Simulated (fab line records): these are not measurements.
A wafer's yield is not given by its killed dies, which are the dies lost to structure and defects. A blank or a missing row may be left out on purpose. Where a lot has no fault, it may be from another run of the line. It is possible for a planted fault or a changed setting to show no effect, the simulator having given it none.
A struck lot beside a sound one -- flow rit cmos -- 23 steps out of a route of 202
Sound: these wafers, L689.1, L689.2, L689.6. Wafers struck: L681.1, L681.2, L681.6. Last of all comes the cause.
Order at every step that has rows: each side's tool, ch and its chambers, its first start. Under that, the readings that differ: sound wafers -- struck wafers -- difference of the means -- sigmas: that difference in standard deviations of wafers without a fault.
alike: words and numbers the same on both sides, and readings whose means are apart by under 2 such deviations; not compared: readings that were withheld, readings missing a value for some wafer, numbers with overlapping values and no deviation given by the record, and bounds like >300 which may hide the same value.
A row with sigmas, a row that says differs or no value, or rows on one side alone: a step with any of these is where the two part. When numbers do not overlap yet have no deviation, they are printed without sigmas and do not part them. A reading missing from all wafers of one side parts the sides only when that side holds two or more wafers.

first, 5 steps without rows for these wafers: RIT_GATE_WET_ETCH_00 (etches SiO2 in BOE, target depth 56 nm, time 60 s); RIT_GATE_CLEAN_01 (cleans in SC1, time 600 s); RIT_GATE_CLEAN_02 (cleans in dHF, time 30 s); RIT_GATE_CLEAN_03 (cleans in SC2, time 600 s); RIT_GATE_CLEAN_04 (cleans in dHF, time 60 s).
RIT_FOX2_THK_MEAS_91:
  struck on film metro-04, day 4 14:57; sound on film metro-01, day 6 11:59
  alike: FIELD_OXIDE_LEFT_2_THK
then, 2 steps without rows for these wafers: RIT_GATE_OXIDATION_05 (target thk 3 nm, ox time 270 s); RIT_GATE_ANNEAL_06 (time 600 s).
RIT_GATE_THK_MEAS_07:
  struck on film metro-01, day 4 23:40; sound on film metro-01, day 6 15:08
  alike: GATE_OXIDE_THK
then, 1 step without rows for these wafers: RIT_GATE_CVD_08 (deposits poly-Si from SiH4, target thk 250 nm, time 2220 s).
RIT_GATE_THK_MEAS_09:
  struck on film metro-01, day 5 01:20; sound on film metro-03, day 6 16:48
  alike: GATE_POLY_THK
then, 1 step without rows for these wafers: RIT_GATE_HMDS_10 (prime time 60 s).
RIT_GATE_COAT_11: resist thk 850 nm.
  sound on litho track-03 ch 0, day 6 17:01; struck on litho track-04 ch 0, day 5 01:33
reading,sound,struck,difference,sigmas
model.NOVOLAK_of_GATE_COAT_11.thk nm (nm),855 856.5 854.4,469.4 469.2 469.4,-386.0,
then, 4 steps without rows for these wafers: RIT_GATE_SOFTBAKE_12 (time 60 s); RIT_GATE_EXPOSE_13 (exposes mask M6, target cd 150 nm); RIT_GATE_PEB_14; RIT_GATE_DEVELOP_15 (develop time 50 s).
RIT_GATE_CD_MEAS_16: target cd 150 nm.
  struck on cd sem-02, day 5 02:26; sound on cd sem-02, day 6 17:53
reading,sound,struck,difference,sigmas
cd nm (nm),142 146 142,82 80 83,-62,-20
RIT_GATE_OVL_MEAS_17:
  struck on overlay-02, day 5 02:33; sound on overlay-02, day 6 18:00
  alike: GATE_OVL
then, 1 step without rows for these wafers: RIT_GATE_HARDBAKE_18 (time 60 s).
RIT_GATE_ETCH_19: etches poly-Si in SF6/CHF3/O2, stops on SiO2, time 165 s, target depth 312.5 nm.
  sound on rie si-02 ch 0,1, day 6 18:12; struck on rie si-02 ch 1,3, day 5 02:44
reading,sound,struck,difference,sigmas
model.NOVOLAK_of_GATE_COAT_11.thk nm (nm),674.6 675.5 673.9,335.6 335.8 336.2,-338.8,
model.GATE.cd nm (nm),142.3 146.3 142.1,82.18 80.06 83.26,-61.73,
  alike: drypump motor current A, he backside leak sccm, oes product au, rf fwd power W, throttle valve pct
  not compared: rf hours counter h
RIT_GATE_STRIP_20: strips in O2, time 180 s.
  sound on plasma asher-02 ch 0,1, day 6 18:19; struck on plasma asher-04 ch 0,1, day 5 02:50
  alike: drypump motor current A
  not compared: rf hours counter h
RIT_M1_PROBE_99:
  struck on prober-02, day 5 23:59; sound on prober-02, day 7 15:55
reading,sound,struck,difference,sigmas
killed at front end,6 9 7,264 264 263,+256,+80
killed dies,6 9 7,264 264 264,+257,+80
killed on rim,3 1 2,70 70 70,+68,+45
  alike: killed at contacts, killed open, killed short

WHERE THEY PART
First at RIT_GATE_CD_MEAS_16; last, within this record, at RIT_M1_PROBE_99.

WHY: whatever the simulator had introduced
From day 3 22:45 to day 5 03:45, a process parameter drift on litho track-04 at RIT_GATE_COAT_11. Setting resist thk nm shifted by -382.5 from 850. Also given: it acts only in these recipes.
